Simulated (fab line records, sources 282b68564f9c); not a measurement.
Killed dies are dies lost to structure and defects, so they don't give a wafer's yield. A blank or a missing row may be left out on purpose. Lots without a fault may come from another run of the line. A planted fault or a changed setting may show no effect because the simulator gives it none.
fab line records | flow rit_cmos
record lots=14 wafers=42 last_day=7
route steps=202 shown PWELL@48 M1@202
lots that met no fault: from a run of the same line without faults
start_h: hours from the record's first day to the start of the lot's first wafer shown | wait_h: hours since the lot's step before | " the same as in the row above | L1.1+2: a row that stands for several wafers | - no value, or no start given | * or withheld: withheld | < > ~ a bound
route shown NAME@n: a module of which the file shows steps, and the number in the route of the first | usual: mean/standard deviation of fault-free wafers | same: alike in all rows | chamber/n: place in a boat | sites: the reading at each site | _std_site: their standard deviation | _edge_site: outer sites' mean less inner sites' | radius_mm: how far each site lies from the wafer's centre | mask NAME#n: copy n | behind: the tool/chamber that last shaped the wafer | hold: why the lot was held/for how many hours/how that ended | device: the transistor (n, p or np) that didn't switch | end of line: the same wafers' tests at the end of the route | a step without rows: its recipe alone | killed: dies lost to structure and defects at the first sort, not the wafer's yield | map: a wafer's dies, x killed, . not, _ none there
set.NAME: the setting as run; set.NAME@STEP: as run at that earlier step | model.NAME: the simulator's own value behind a step, which no gauge read
steps of the route over a sample of lots; a table a step, a row a wafer
services: from which hour (start_h, from the record's first day; less than 0 if before it) a tool's chamber was out of use, for how many hours, and why
## steps
# step RIT_PWELL_STRIP_09
# recipe chemistry=O2 time_s=180 resist=NOVOLAK platen_temp_c=withheld power_w=500 pressure_mtorr=4000 o2_flow_sccm=4000
# usual drypump_motor_current_A=5.3/0.38
# columns lot.wafer tool chamber start_h wait_h drypump_motor_current_A rf_hours_counter_h
L758.1 plasma_asher-04 1 23.21 0.1 5.4 38
L758.5 " 1 " " 5.4 -
L758.6 " 0 " " 4.8 -
L760.1 plasma_asher-01 1 34.46 0.1 5.3 39
L760.4 " 0 " " 5.1 -
L760.6 " 0 " " 5.1 -
L761.2 plasma_asher-01 0 37.58 0.1 5.1 39
L761.3 " 1 " " 5.3 -
L761.4 " 0 " " 5.1 -
L762.1 plasma_asher-01 0 44.23 0.1 5.1 40
L762.2 " 1 " " 5.3 40
L762.3 " 1 " " 5.3 -
L765.1 plasma_asher-04 1 58.91 0.1 5.4 42
L765.2 " 0 " " 4.8 42
L765.5 " 0 " " 4.8 -
L767.2 plasma_asher-02 0 69.01 0.1 5.9 41
L767.5 " 1 " " 4.9 -
L767.6 " 0 " " 5.9 -
L768.1 plasma_asher-02 1 74.34 0.1 4.9 41
L768.3 " 0 " " 5.9 -
L768.5 " 1 " " 4.9 -
L769.1 plasma_asher-01 1 80.31 0.1 5.3 43
L769.2 " 0 " " 5.1 43
L769.6 " 0 " " 5.1 -
L770.1 plasma_asher-04 1 83.76 0.1 5.4 45
L770.3 " 1 " " 5.4 -
L770.6 " 0 " " 4.8 -
L772.2 plasma_asher-02 1 93.76 0.1 4.9 44
L772.3 " 0 " " 5.9 -
L772.6 " 0 " " 5.9 -
L777.1 plasma_asher-01 1 119.56 0.1 5.3 48
L777.2 " 0 " " 5.1 48
L777.4 " 1 " " 5.3 -
L778.1 plasma_asher-01 0 123.04 0.1 5.1 48
L778.3 " 1 " " 5.3 -
L778.5 " 1 " " 5.3 -
L779.2 plasma_asher-02 1 129.65 0.1 4.9 48
L779.3 " 1 " " 4.9 -
L779.6 " 0 " " 5.9 -
L781.1 plasma_asher-02 1 140.59 0.1 4.9 49
L781.4 " 1 " " 4.9 -
L781.6 " 0 " " 5.9 -
# step RIT_M1_PROBE_99
# usual killed_at_M0_to_M3=0.0/0.14 killed_at_contacts=0.1/0.31 killed_at_front_end=7/3.2 killed_dies=7/3.2 killed_on_rim=1.9/1.4 killed_open=3.6/1.9 killed_short=3.6/2
# same gross_dies=264 killed_at_M4_up=0 killed_at_back_side=0 killed_at_other=0
# columns lot.wafer tool chamber start_h wait_h killed_at_M0_to_M3 killed_at_contacts killed_at_front_end killed_dies killed_on_rim killed_open killed_short
L777.1 prober-01 - 155.46 0.1 0 0 16 16 2 8 8
L777.2 prober-01 - 155.51 0.1 0 0 27 27 11 4 4
L777.4 prober-01 - 155.61 0.2 0 0 8 8 1 3 5
L778.1 prober-02 - 160.87 0.1 0 0 29 29 12 5 3
L778.3 prober-02 - 160.97 0.2 0 0 8 8 2 2 6
L778.5 prober-02 - 161.07 0.2 0 0 9 9 0 4 5
# killed by level:class
L777.1 GATE:geometric_particle:open=4 FOX1:geometric_particle:short=3 GATE:geometric_particle:short=3 FOX1:geometric_particle:open=2 FOX2:geometric_particle:short=2 FOX2:geometric_particle:open=1 SILICIDE:geometric_particle:open=1
L777.2 PWELL:unspecified=18 GATE:geometric_particle:open=3 GATE:geometric_particle:short=3 SPACER:geometric_particle:short=1 SILICIDE:geometric_particle:open=1 PLDD:coat_microbubble_printed=1
L777.4 GATE:geometric_particle:short=3 FOX2:geometric_particle:short=2 GATE:geometric_particle:open=2 FOX1:geometric_particle:open=1
L778.1 PWELL:unspecified=21 SILICIDE:geometric_particle:open=2 FOX1:geometric_particle:open=1 FOX2:geometric_particle:open=1 GATE:geometric_particle:open=1 GATE:geometric_particle:short=1 REOX:geometric_particle:short=1 SILICIDE:geometric_particle:short=1
L778.3 REOX:geometric_particle:short=4 FOX1:geometric_particle:short=1 FOX1:geometric_particle:open=1 GATE:geometric_particle:short=1 REOX:geometric_particle:open=1
L778.5 REOX:geometric_particle:open=2 SPACER:geometric_particle:short=2 GATE:geometric_particle:short=1 REOX:geometric_particle:short=1 SPACER:geometric_particle:open=1 SILICIDE:geometric_particle:short=1 SILICIDE:geometric_particle:open=1
## services
# columns tool chamber start_h hours kind
plasma_asher-01 - 71.10 1.1 repair
plasma_asher-04 - 93.70 0.7 repair
plasma_asher-04 - 108.75 9.0 pm
plasma_asher-04 0 108.75 9.0 vent_cycle
plasma_asher-04 1 108.75 9.0 vent_cycle
plasma_asher-04 - 117.75 2.8 pm
plasma_asher-04 0 117.75 - clean
plasma_asher-04 1 117.75 - clean
## key
first_sign step=RIT_M1_PROBE_99 reading=killed_dies direction=up sigmas=6.5 usual=7 struck=28
effect step=RIT_M1_PROBE_99 reading=killed_at_front_end direction=up sigmas=6.5 usual=7 struck=28
met_at RIT_PWELL_STRIP_09
struck_lots L777,L778
struck_wafers L777.2,L778.1
tester_left_out L777,L778
onset_between 80.31 119.56
fault kind=chamber_particle_source tool=plasma_asher-01 chamber=0 onset_h=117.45 steps=RIT_PWELL_STRIP_09 rate_per_visit_cm2=1.9623 end_h=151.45
# tester_left_out: of these lots the tester's yield and bins aren't shown, on N5 and GAA mostly nor the transistor test; their killed dies are dies lost to structure and defects alone, not to doping, threshold or leakage, so they don't give the yield
